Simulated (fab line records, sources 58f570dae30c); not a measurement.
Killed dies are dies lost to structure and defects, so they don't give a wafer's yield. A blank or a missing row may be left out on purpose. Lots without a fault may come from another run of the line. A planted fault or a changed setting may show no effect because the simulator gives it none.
Split-lot experiment | flow berkeley_cmos170 | 5 lots, 23 wafers read, on a route of 331 steps

THE SPLIT
At UCB170_WELLDRIVE_OXIDATION_01 (target thk 199 nm, ox time 9000 s), the setting temp_c was moved away from the recipe's 1100 C on 20 of the 23 wafers read, by -2.2% to +2.3%. The other wafers ran this setting at the recipe's value.

The file shows no step between the split and the reading.

THE READING
WELLDRIVE_OXIDE_THK, in nm, at UCB170_WELLDRIVE_THK_MEAS_02. Fault-free wafers of this fab line usually give 199 nm, standard deviation 3.6 nm.

wafer  | tool, chamber at the split | temp_c as run, C | against the recipe | WELLDRIVE_OXIDE_THK, nm | against lot-mates on the recipe
L077.1 | furnace-01, 0              | 1100             | recipe             | 200                     | -
L077.2 | furnace-01, 0              | 1100             | recipe             | 199                     | -
L077.3 | furnace-01, 0              | 1100             | recipe             | 198                     | -
L078.1 | -, -                       | 1110             | +0.9%              | 214                     | no lot-mate on the recipe
L078.2 | -, -                       | 1110             | +0.9%              | 213                     | no lot-mate on the recipe
L078.3 | -, -                       | 1110             | +0.9%              | 211                     | no lot-mate on the recipe
L078.5 | -, -                       | 1110             | +0.9%              | 214                     | no lot-mate on the recipe
L078.6 | -, -                       | 1110             | +0.9%              | 217                     | no lot-mate on the recipe
L079.1 | -, -                       | 1116             | +1.5%              | 213                     | no lot-mate on the recipe
L079.3 | -, -                       | 1116             | +1.5%              | 215                     | no lot-mate on the recipe
L079.4 | -, -                       | 1116             | +1.5%              | 211                     | no lot-mate on the recipe
L079.5 | -, -                       | 1116             | +1.5%              | 214                     | no lot-mate on the recipe
L079.6 | -, -                       | 1116             | +1.5%              | 213                     | no lot-mate on the recipe
L080.1 | -, -                       | 1076             | -2.2%              | 174                     | no lot-mate on the recipe
L080.2 | -, -                       | 1076             | -2.2%              | 172                     | no lot-mate on the recipe
L080.4 | -, -                       | 1076             | -2.2%              | 175                     | no lot-mate on the recipe
L080.5 | -, -                       | 1076             | -2.2%              | 174                     | no lot-mate on the recipe
L080.6 | -, -                       | 1076             | -2.2%              | 174                     | no lot-mate on the recipe
L081.1 | -, -                       | 1125             | +2.3%              | 226                     | no lot-mate on the recipe
L081.2 | -, -                       | 1125             | +2.3%              | 228                     | no lot-mate on the recipe
L081.3 | -, -                       | 1125             | +2.3%              | 228                     | no lot-mate on the recipe
L081.5 | -, -                       | 1125             | +2.3%              | 231                     | no lot-mate on the recipe
L081.6 | -, -                       | 1125             | +2.3%              | 228                     | no lot-mate on the recipe

THE FIT
A straight line over all 23 wafers: WELLDRIVE_OXIDE_THK changes by +11.9 nm for each +1% of temp_c; r = +0.99; the points scatter about the line by 3 nm.
Too few moved wafers have a lot-mate on the recipe to fit a line with each lot's own level taken away.

THE WHOLE CHAIN: every reading that the file lists as answering this split, in the file's order
step                          | what it does                      | reading                                                                                | change (the file's fit)              | r (the file's)
UCB170_WELLDRIVE_OXIDATION_01 | target thk 199 nm, ox time 9000 s | SiO2_of_WELLDRIVE_OXIDATION_01.thk_nm (the simulator's own value, which no gauge read) | +11.9 nm for each +1% of the setting | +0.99
UCB170_WELLDRIVE_THK_MEAS_02  |                                   | WELLDRIVE_OXIDE_THK                                                                    | +11.9 for each +1% of the setting    | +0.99

THE FILE'S OWN FIT
WELLDRIVE_OXIDE_THK changes by +11.9 nm for each +1% of temp_c, r = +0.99.
